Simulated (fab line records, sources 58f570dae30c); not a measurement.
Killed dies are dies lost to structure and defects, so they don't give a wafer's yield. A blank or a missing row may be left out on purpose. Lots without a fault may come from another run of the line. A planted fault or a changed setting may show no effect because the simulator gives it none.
A struck lot beside a sound one | flow berkeley_cmos170 | 32 steps out of a route of 331
Sound: wafers L917.1, L917.2, L917.3. Struck: wafers L921.1, L921.2, L921.3. The cause comes at the end.
At each step with rows: each side's tool, then ch and its chambers, then its first start. Under that, the readings that differ: sound wafers | struck wafers | difference of the means | sigmas: that difference in standard deviations of wafers without a fault.
alike: readings whose means differ by less than 2 such deviations, and words and numbers that are the same on both sides. not compared: withheld readings, readings that some wafer has no value for, bounds like >300 that may hide the same value, and numbers for which the record gives no deviation and whose values overlap.
The two part at a step that has a row with sigmas, a row that says differs or no value, or rows on one side only. Numbers that don't overlap but have no deviation are shown without sigmas and don't part them. A reading that every wafer of one side lacks parts them only if that side has two wafers or more.

first, 6 steps without rows for these wafers: UCB170_V2_HMDS_06 (prime time 60 s); UCB170_V2_COAT_07 (resist thk 900 nm); UCB170_V2_SOFTBAKE_08 (time 60 s); UCB170_V2_EXPOSE_09 (exposes mask VIA2, target cd 700 nm); UCB170_V2_PEB_10; UCB170_V2_DEVELOP_11 (develop time 45 s).
UCB170_V2_CD_MEAS_12: target cd 700 nm.
  sound on cd_sem-02, day 10 05:46; struck on cd_sem-01, day 10 17:09
  alike: cd_nm
UCB170_V2_OVL_MEAS_13:
  sound on overlay-01, day 10 05:53; struck on overlay-01, day 10 17:16
  alike: V2_OVL
UCB170_V2_ETCH_14: etches SiO2 in CHF3/CF4/Ar, stops on Al, target depth 1250 nm, time 283.2 s.
  sound on rie_diel-04 ch 0,1,2, day 10 05:55; struck on rie_diel-02 ch 0,2,3, day 10 17:18
  reading                | sound          | struck         | difference | sigmas
  throttle_valve_pct (%) | 7.19 7.01 7.11 | 6.73 6.85 6.87 | -0.29      | -2
  alike: drypump_motor_current_A, oes_product_au
  not compared: rf_hours_counter_h
UCB170_V2_STRIP_15: strips in O2.
  sound on plasma_asher-03 ch 0,1, day 10 06:06; struck on plasma_asher-03 ch 0,1, day 10 17:29
  alike: drypump_motor_current_A, oes_product_au, strip_time_to_endpoint_s
  not compared: rf_hours_counter_h
UCB170_V2_CD_MEAS_90: target cd 700 nm.
  sound on cd_sem-01, day 10 06:12; struck on cd_sem-01, day 10 17:35
  alike: cd_nm
then, 1 step without rows for these wafers: UCB170_M3_PRE_CLEAN_00 (preclean etch time 60 s).
UCB170_M3_SPUTTER_01: material Al, target thk 900 nm, time 120 s.
  sound on pvd_sputter-03, day 10 06:23; struck on pvd_sputter-01, day 10 17:46
  reading                               | sound             | struck            | difference | sigmas
  model.Al_of_M3_SPUTTER_01.thk_nm (nm) | 920.8 918.6 913.2 | 668.4 682.4 661.7 | -246.7     |
  alike: cathode_dc_power_W, throttle_valve_pct
UCB170_M3_RS_MEAS_02: measures by four-point-probe.
  sound on film_metro-01, day 10 06:28; struck on film_metro-04, day 10 17:51
  reading           | sound                | struck               | difference | sigmas
  M3_AL_RS (ohm/sq) | 0.0314 0.0315 0.0317 | 0.0435 0.0426 0.0439 | +0.0118    | +29
UCB170_M3_THK_MEAS_03: measures by xrf.
  sound on film_metro-01, day 10 06:35; struck on film_metro-04, day 10 17:58
  reading        | sound       | struck      | difference | sigmas
  M3_AL_THK (nm) | 919 916 914 | 671 684 660 | -245       | -20
then, 3 steps without rows for these wafers: UCB170_M3_HMDS_04 (prime time 60 s); UCB170_M3_COAT_05 (resist thk 900 nm); UCB170_M3_SOFTBAKE_06 (time 60 s).
UCB170_M3_STRIP_07: strips in O2.
  sound on plasma_asher-04 ch 0,1, day 10 07:07; struck on plasma_asher-02 ch 0,1, day 10 19:04
  alike: drypump_motor_current_A, oes_product_au, strip_time_to_endpoint_s
  not compared: rf_hours_counter_h
then, 7 steps without rows for these wafers: UCB170_M3_STRIP_08 (strips KrF in DMSO, time 600 s); UCB170_M3_COAT_09; UCB170_M3_COAT_10 (resist thk 900 nm); UCB170_M3_SOFTBAKE_11 (time 60 s); UCB170_M3_EXPOSE_12 (exposes mask METAL3, target cd 700 nm); UCB170_M3_PEB_13; UCB170_M3_DEVELOP_14 (develop time 45 s).
UCB170_M3_CD_MEAS_15: target cd 700 nm.
  sound on cd_sem-01, day 10 09:49; struck on cd_sem-01, day 10 20:11
  alike: cd_nm
UCB170_M3_OVL_MEAS_16:
  sound on overlay-01, day 10 09:56; struck on overlay-01, day 10 20:18
  reading     | sound     | struck | difference | sigmas
  M3_OVL (nm) | -4 -11 -8 | 15 3 8 | +16        | +3
UCB170_M3_ETCH_17: etches BARC in N2/H2.
  sound on rie_diel-01 ch 0,1,3, day 10 09:58; struck on rie_diel-01 ch 0,1,3, day 10 20:20
  alike: drypump_motor_current_A, oes_product_au, throttle_valve_pct
UCB170_M3_METAL_ETCH_18: etches Al in Cl2/BCl3, stops on SiO2, target depth 1170 nm, time 195 s.
  sound on rie_metal-01 ch 0,1, day 10 10:01; struck on rie_metal-01 ch 0,1, day 10 20:23
  reading               | sound             | struck            | difference | sigmas
  oes_product_au (a.u.) | 0.869 0.874 0.870 | 0.746 0.736 0.728 | -0.134     | -10
  alike: bcl3_flow_sccm, drypump_motor_current_A, throttle_valve_pct
  not compared: rf_hours_counter_h
UCB170_M3_STRIP_19: strips in O2.
  sound on plasma_asher-01 ch 0,1, day 10 10:12; struck on plasma_asher-04 ch 0,1, day 10 20:34
  alike: drypump_motor_current_A, oes_product_au
  not compared: rf_hours_counter_h
UCB170_M3_PROBE_99:
  sound on prober-01, day 10 10:32; struck on prober-01, day 10 20:56
  not compared: model.etest.antenna_m3.vt_shift_v

WHERE THEY PART
First at UCB170_V2_ETCH_14; last, within this record, at UCB170_M3_METAL_ETCH_18. Later steps at which nothing parts them and some readings are alike: UCB170_M3_STRIP_19.

WHY: what the simulator had put in
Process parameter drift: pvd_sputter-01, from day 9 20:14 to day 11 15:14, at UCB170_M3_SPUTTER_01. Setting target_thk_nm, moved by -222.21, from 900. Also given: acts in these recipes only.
